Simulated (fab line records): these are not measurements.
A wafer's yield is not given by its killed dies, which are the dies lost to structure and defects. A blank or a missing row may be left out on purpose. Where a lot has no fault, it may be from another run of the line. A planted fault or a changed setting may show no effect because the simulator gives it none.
Which of the tools did it? ; flow rit cmos ; 21 wafers from 7 lots sampled at 2 of the route's 202 steps

WHAT EACH GAUGE READ, for each wafer
RIT_ACTIVE_THK_MEAS_02.
lot;measured;on;ACTIVE_OXIDE_THK (nm)
L663;day 2 08:40;film metro-02;47.8 47.5 47.8
L665;day 2 18:04;film metro-02;45.4 45.5 45.7
L667;day 3 05:07;film metro-03;45.6 45.4 45.8
L669;day 3 15:50;film metro-02;46.2 45.7 46.3
L671;day 4 00:44;film metro-04;47.9 48.0 47.5
L679;day 5 16:11;film metro-04;53.9 53.5 53.7
L682;day 6 07:53;film metro-04;46.3 47.0 47.4

TOOL THAT RAN EACH LOT (tool first, then ch and the chambers of the sampled wafers, then the start)
lot;RIT_ACTIVE_OXIDATION_01
L663;furnace-04 ch 0, day 2 06:43
L665;furnace-03 ch 0, day 2 16:07
L667;furnace-03 ch 0, day 3 03:11
L669;furnace-03 ch 0, day 3 13:53
L671;furnace-01 ch 0, day 3 22:49
L679;furnace-03 ch 0, day 5 14:15
L682;furnace-01 ch 0, day 6 05:57
- RIT_ACTIVE_OXIDATION_01: target thk 46.8 nm, ox time 3360 s.

THE ANSWER, worked out from the rows above alone
Rule: the usual values come from the lots themselves. The widest of any qualifying gaps counts: lots, ordered by their means at a reading, are off when they make up no more than a third of the lots, leave a main group of 4 or more, and stand apart from it by 3 or more times the standard deviation of that group's means. The tables above print the reading to a certain number of digits; a main group whose means all agree to those digits is not used. Also off: a lot with no number at a reading for which 4 or more lots have one. Any other lot the step has rows for is counted as sound.
Off: L679, at RIT_ACTIVE_THK_MEAS_02 (ACTIVE_OXIDE_THK). Main group: mean 46.6 nm, sd 0.93.
If a tool, at a process step before that reading, ran all the lots that are off and no sound lot after the first of them, it fits. Those tools and the gauges at RIT_ACTIVE_THK_MEAS_02 are tried in the same way. One fits: RIT_ACTIVE_OXIDATION_01 on furnace-03. A fault onset in the window from L669 (day 3 13:53, its last sound lot) to L679 (day 5 14:15, its first lot off) fits.

WHAT THE SIMULATOR HAD PUT IN
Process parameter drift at RIT_ACTIVE_OXIDATION_01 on furnace-03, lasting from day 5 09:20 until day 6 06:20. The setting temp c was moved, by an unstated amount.
Lots struck among those shown: L679. The same result came from the rule above.
